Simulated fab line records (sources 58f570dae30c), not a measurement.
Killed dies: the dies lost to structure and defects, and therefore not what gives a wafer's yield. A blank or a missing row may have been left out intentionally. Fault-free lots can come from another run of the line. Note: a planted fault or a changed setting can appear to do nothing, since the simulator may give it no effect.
Which tool is to blame? -- flow berkeley cmos170 -- Sampling: 24 lots, 72 wafers, 5 of 331 route steps

== WHAT THE GAUGES READ, wafer by wafer ==
UCB170_NSD_OVL_MEAS_07. Usual: for NSD_OVL the level is -3 nm and the standard deviation is 4.2.
lot,measured,on,NSD_OVL (nm),flag
L074,day 6 18:22,overlay-02,-3 -6 -4,
L077,day 6 19:01,overlay-01,-14 -3 -8,
L076,day 6 18:45,overlay-01,-1 6 7,
L075,day 6 19:23,overlay-02,-4 -3 -3,
L079,day 7 03:04,overlay-01,3 5 -3,
L078,day 7 03:11,overlay-02,-2 -6 -5,
L081,day 7 16:54,overlay-01,-3 0 -2,
L080,day 7 17:14,overlay-01,-8 1 -5,
L083,day 8 09:13,overlay-02,-2 0 1,
L086,day 8 09:31,overlay-02,-7 -5 -6,
L085,day 8 09:47,overlay-01,-3 1 -5,
L087,day 8 09:48,overlay-02,-4 0 -6,
L084,day 8 10:16,overlay-02,-6 -6 -2,
L082,day 8 10:02,overlay-01,0 -3 -4,
L088,day 9 07:19,overlay-01,-12 -6 -9,
L090,day 9 07:27,overlay-02,-7 -5 -7,
L089,day 9 07:46,overlay-02,-2 -5 -1,
L091,day 9 19:04,overlay-01,-3 -3 6,
L093,day 10 10:31,overlay-02,-8 4 -6,
L092,day 10 10:51,overlay-01,-2 -1 -1,
L094,day 11 01:50,overlay-02,3 1 -2,
L096,day 11 02:13,overlay-01,-7 -4 -8,
L095,day 11 09:37,overlay-02,-8 0 2,
L097,day 11 09:49,overlay-02,-2 -7 -3,

UCB170_V2_THK_MEAS_04. Usual: for V2_POLISHED_THK the level is 1000.5 nm and the standard deviation is 1.4.
lot,measured,on,V2_POLISHED_THK (nm),flag
L074,day 7 12:59,film metro-02,1000.2 998.9 1002.2,
L077,day 7 14:51,film metro-02,999.1 1002.0 1001.0,
L076,day 7 14:11,film metro-03,1000.0 998.5 998.2,
L075,day 7 14:33,film metro-04,1001.6 999.3 1001.9,
L079,day 8 01:50,film metro-03,1000.5 1002.5 999.9,
L078,day 8 02:13,film metro-04,1000.5 998.9 998.4,
L081,day 8 12:37,film metro-02,1000.2 1001.0 999.7,
L080,day 8 20:19,film metro-03,998.7 1000.7 1000.0,
L083,day 9 06:55,film metro-04,1000.2 999.5 1002.1,
L086,day 9 05:58,film metro-03,1001.4 1002.9 1003.1,
L085,day 9 06:36,film metro-03,998.2 999.0 998.2,
L087,day 9 07:49,film metro-02,999.2 999.3 1001.7,
L084,day 9 07:20,film metro-02,1001.8 999.5 1000.7,
L082,day 9 07:16,film metro-03,1000.3 1000.7 1000.9,
L088,day 10 03:16,film metro-02,1002.4 998.9 999.6,
L090,day 10 03:46,film metro-04,1000.9 999.6 1001.1,
L089,day 10 04:04,film metro-04,999.8 1002.1 1003.5,
L091,day 10 14:02,film metro-03,999.4 1002.1 1000.0,
L093,day 11 12:14,film metro-02,1000.2 999.5 999.0,
L092,day 11 11:57,film metro-04,1001.0 998.7 1001.2,
L094,day 12 04:13,film metro-02,1001.8 1001.3 1000.1,
L096,day 12 03:55,film metro-02,1000.7 999.8 998.7,
L095,day 12 15:07,film metro-04,1000.4 999.8 1001.0,
L097,day 12 07:40,film metro-02,999.8 1001.0 1001.9,

== WHAT TOOL EACH LOT RAN ON (gives the tool, then ch and the chambers of the sampled wafers, and finally the start) ==
lot,UCB170_PLDD_STRIP_10,UCB170_NLDD_STRIP_10,UCB170_SPACER_ETCHBACK_03
L074,"plasma asher-01 ch 0,1, day 6 08:01","plasma asher-03 ch 0,1, day 6 10:35","rie diel-01 ch 0,1,2, day 6 14:53"
L077,"plasma asher-04 ch 0,1, day 6 08:08","plasma asher-04 ch 0,1, day 6 10:42","rie diel-02 ch 0,1,3, day 6 14:53"
L076,"plasma asher-01 ch 0,1, day 6 08:22","plasma asher-02 ch 0,1, day 6 11:14","rie diel-04 ch 0,1, day 6 14:53"
L075,"plasma asher-02 ch 0,1, day 6 08:37","plasma asher-04 ch 0,1, day 6 11:28","rie diel-01 ch 0,2, day 6 14:58"
L079,"plasma asher-02 ch 0,1, day 6 17:07","plasma asher-04 ch 0,1, day 6 19:12","rie diel-01 ch 0,1,2, day 6 23:14"
L078,"plasma asher-02 ch 0,1, day 6 17:29","plasma asher-03 ch 0,1, day 6 19:28","rie diel-02 ch 1,2,3, day 6 23:14"
L081,"plasma asher-02 ch 0,1, day 7 05:52","plasma asher-03 ch 0,1, day 7 09:25","rie diel-02 ch 0,2,3, day 7 13:47"
L080,"plasma asher-04 ch 0,1, day 7 06:25","plasma asher-02 ch 0,1, day 7 09:39","rie diel-01 ch 0,2,3, day 7 13:47"
L083,"plasma asher-01 ch 0,1, day 7 22:40","plasma asher-04 ch 0,1, day 8 01:18","rie diel-01 ch 1,2, day 8 05:07"
L086,"plasma asher-01 ch 0, day 7 23:43","plasma asher-03 ch 0,1, day 8 01:47","rie diel-04 ch 0,2, day 8 05:07"
L085,"plasma asher-04 ch 0,1, day 7 23:50","plasma asher-04 ch 0,1, day 8 02:08","rie diel-02 ch 0,2,3, day 8 05:07"
L087,"plasma asher-02 ch 0,1, day 8 00:15","plasma asher-02 ch 0,1, day 8 02:23","rie diel-01 ch 0,1, day 8 05:11"
L084,"plasma asher-01 ch 0,1, day 8 00:27","plasma asher-03 ch 0,1, day 8 02:30","rie diel-04 ch 0,1, day 8 05:11"
L082,"plasma asher-02 ch 0,1, day 8 01:04","plasma asher-04 ch 0,1, day 8 02:44","rie diel-02 ch 0,1,3, day 8 05:11"
L088,"plasma asher-02 ch 0,1, day 8 22:37","plasma asher-04 ch 0,1, day 9 00:23","rie diel-04 ch 0,2,3, day 9 04:20"
L090,"plasma asher-02 ch 0,1, day 8 23:01","plasma asher-03 ch 0,1, day 9 00:48","rie diel-01 ch 0,1,3, day 9 04:20"
L089,"plasma asher-01 ch 0,1, day 8 23:06","plasma asher-02 ch 0,1, day 9 01:01","rie diel-02 ch 1,2,3, day 9 04:20"
L091,"plasma asher-01 ch 0, day 9 09:59","plasma asher-02 ch 0, day 9 12:05","rie diel-04 ch 0,2,3, day 9 16:08"
L093,"plasma asher-01 ch 0,1, day 10 01:23","plasma asher-03 ch 0,1, day 10 03:13","rie diel-04 ch 0,1,3, day 10 07:35"
L092,"plasma asher-04 ch 0,1, day 10 01:40","plasma asher-02 ch 0,1, day 10 03:31","rie diel-02 ch 1,2,3, day 10 07:35"
L094,"plasma asher-01 ch 0,1, day 10 12:21","plasma asher-03 ch 0,1, day 10 16:08","rie diel-04 ch 0,1,3, day 10 22:31"
L096,"plasma asher-02 ch 0,1, day 10 12:52","plasma asher-04 ch 0,1, day 10 16:25","rie diel-01 ch 0,2,3, day 10 22:31"
L095,"plasma asher-04 ch 0,1, day 10 22:53","plasma asher-02 ch 0,1, day 11 01:21","rie diel-01 ch 1,2,3, day 11 05:32"
L097,"plasma asher-01 ch 0,1, day 10 22:53","plasma asher-03 ch 0,1, day 11 01:30","rie diel-04 ch 0,1, day 11 05:32"
- UCB170_PLDD_STRIP_10: strips in O2.
- UCB170_NLDD_STRIP_10: strips in O2.
- UCB170_SPACER_ETCHBACK_03: etches SiO2 in CHF3/CF4/Ar, stops on Si, target depth 376 nm, time 100 s.

== WHAT THE TOOLS THEMSELVES READ (means of the sampled wafers that have a number; where no wafer has one, the mark that the record gives instead) ==
UCB170_PLDD_STRIP_10. Usual: drypump motor current A 5.81 A, standard deviation 0.25; oes product au 0.735 a.u., standard deviation 0.0053; strip time to endpoint s 21.71 s, standard deviation 0.052.
lot,tool,drypump motor current A (A),oes product au (a.u.),strip time to endpoint s (s),flag
L074,plasma asher-01,5.57,0.735,21.70,
L077,plasma asher-04,6.07,0.735,21.73,
L076,plasma asher-01,5.56,0.731,21.65,
L075,plasma asher-02,6.02,0.732,21.73,
L079,plasma asher-02,5.95,0.734,21.72,
L078,plasma asher-02,6.03,0.739,21.70,
L081,plasma asher-02,6.03,0.737,21.71,
L080,plasma asher-04,5.93,0.732,21.78,
L083,plasma asher-01,5.57,0.733,21.69,
L086,plasma asher-01,5.49,0.741,21.68,
L085,plasma asher-04,5.96,0.737,21.71,
L087,plasma asher-02,5.97,0.735,21.68,
L084,plasma asher-01,5.53,0.737,21.67,
L082,plasma asher-02,5.96,0.733,21.75,
L088,plasma asher-02,5.96,0.728,21.73,
L090,plasma asher-02,5.96,0.736,21.79,
L089,plasma asher-01,5.54,0.735,21.67,
L091,plasma asher-01,5.51,0.734,21.70,
L093,plasma asher-01,5.53,0.732,21.70,
L092,plasma asher-04,6.09,0.735,21.70,
L094,plasma asher-01,5.53,0.735,21.73,
L096,plasma asher-02,5.99,0.736,21.74,
L095,plasma asher-04,6.08,0.737,21.64,
L097,plasma asher-01,5.52,0.736,21.70,

UCB170_NLDD_STRIP_10. Usual: drypump motor current A 5.95 A, standard deviation 0.17; oes product au 0.734 a.u., standard deviation 0.0044; strip time to endpoint s 21.67 s, standard deviation 0.069.
lot,tool,drypump motor current A (A),oes product au (a.u.),strip time to endpoint s (s),flag
L074,plasma asher-03,5.82,0.733,21.69,
L077,plasma asher-04,5.93,0.729,21.71,
L076,plasma asher-02,5.96,0.742,21.80,
L075,plasma asher-04,6.08,0.733,21.70,
L079,plasma asher-04,5.94,0.735,21.76,
L078,plasma asher-03,5.83,0.730,21.70,
L081,plasma asher-03,5.92,0.734,21.64,
L080,plasma asher-02,5.96,0.738,21.68,
L083,plasma asher-04,6.08,0.732,21.59,
L086,plasma asher-03,5.93,0.732,21.59,
L085,plasma asher-04,6.09,0.738,21.67,
L087,plasma asher-02,6.03,0.734,21.63,
L084,plasma asher-03,5.83,0.734,21.67,
L082,plasma asher-04,5.94,0.734,21.57,
L088,plasma asher-04,6.08,0.736,21.59,
L090,plasma asher-03,5.81,0.736,21.71,
L089,plasma asher-02,6.02,0.733,21.62,
L091,plasma asher-02,5.92,0.736,21.72,
L093,plasma asher-03,5.82,0.737,21.65,
L092,plasma asher-02,5.96,0.734,21.64,
L094,plasma asher-03,5.91,0.735,21.68,
L096,plasma asher-04,5.94,0.732,21.71,
L095,plasma asher-02,5.95,0.732,21.67,
L097,plasma asher-03,5.91,0.734,21.66,

UCB170_SPACER_ETCHBACK_03. Usual: drypump motor current A 5.7 A, standard deviation 0.45; oes product au 0.902 a.u., standard deviation 0.017; rf fwd power W 497.1 W, standard deviation 1.8; throttle valve pct 6.55 %, standard deviation 0.095.
lot,tool,drypump motor current A (A),oes product au (a.u.),rf fwd power W (W),throttle valve pct (%),flag
L074,rie diel-01,5.8,0.892,496.5,6.56,
L077,rie diel-02,5.7,0.921,496.1,6.50,
L076,rie diel-04,5.9,0.903,498.1,6.61,
L075,rie diel-01,6.0,0.904,494.9,6.56,
L079,rie diel-01,5.8,0.899,496.9,6.56,
L078,rie diel-02,5.5,0.901,495.9,6.53,
L081,rie diel-02,5.7,0.923,497.4,6.58,
L080,rie diel-01,5.7,0.890,496.1,6.60,
L083,rie diel-01,6.3,0.907,497.3,6.59,
L086,rie diel-04,5.6,0.911,495.9,6.65,
L085,rie diel-02,5.7,0.910,496.3,6.59,
L087,rie diel-01,5.6,0.898,498.6,6.58,
L084,rie diel-04,5.9,0.900,498.2,6.59,
L082,rie diel-02,5.7,0.906,495.6,6.50,
L088,rie diel-04,5.6,0.907,497.4,6.54,
L090,rie diel-01,5.5,0.900,495.5,6.60,
L089,rie diel-02,5.4,0.901,497.7,6.53,
L091,rie diel-04,5.6,0.898,495.5,6.53,
L093,rie diel-04,5.9,0.909,497.3,6.50,
L092,rie diel-02,5.5,0.912,496.3,6.53,
L094,rie diel-04,5.9,0.911,497.5,6.50,
L096,rie diel-01,5.7,0.888,497.0,6.60,
L095,rie diel-01,5.9,0.904,498.8,6.61,
L097,rie diel-04,6.2,0.887,498.3,6.54,

== THE ANSWER, worked out from the rows above alone ==
Rule: a lot is off if the mean of its wafers that have a number lies more than 3 standard deviations from the usual mean. Also off: a lot with no number at a reading for which 4 or more lots have one. All remaining lots with rows at the step are treated as sound. After the gauges, taken in route order, come the tools' own readings; for these a lot's mean is taken, as printed above. At the first step where some lot is off, the reading lying furthest off is the one used; lots without a number count as furthest.
No lot is off on any of the readings shown, so nothing can be concluded from this.

== WHAT HAD BEEN PUT IN BY THE SIMULATOR ==
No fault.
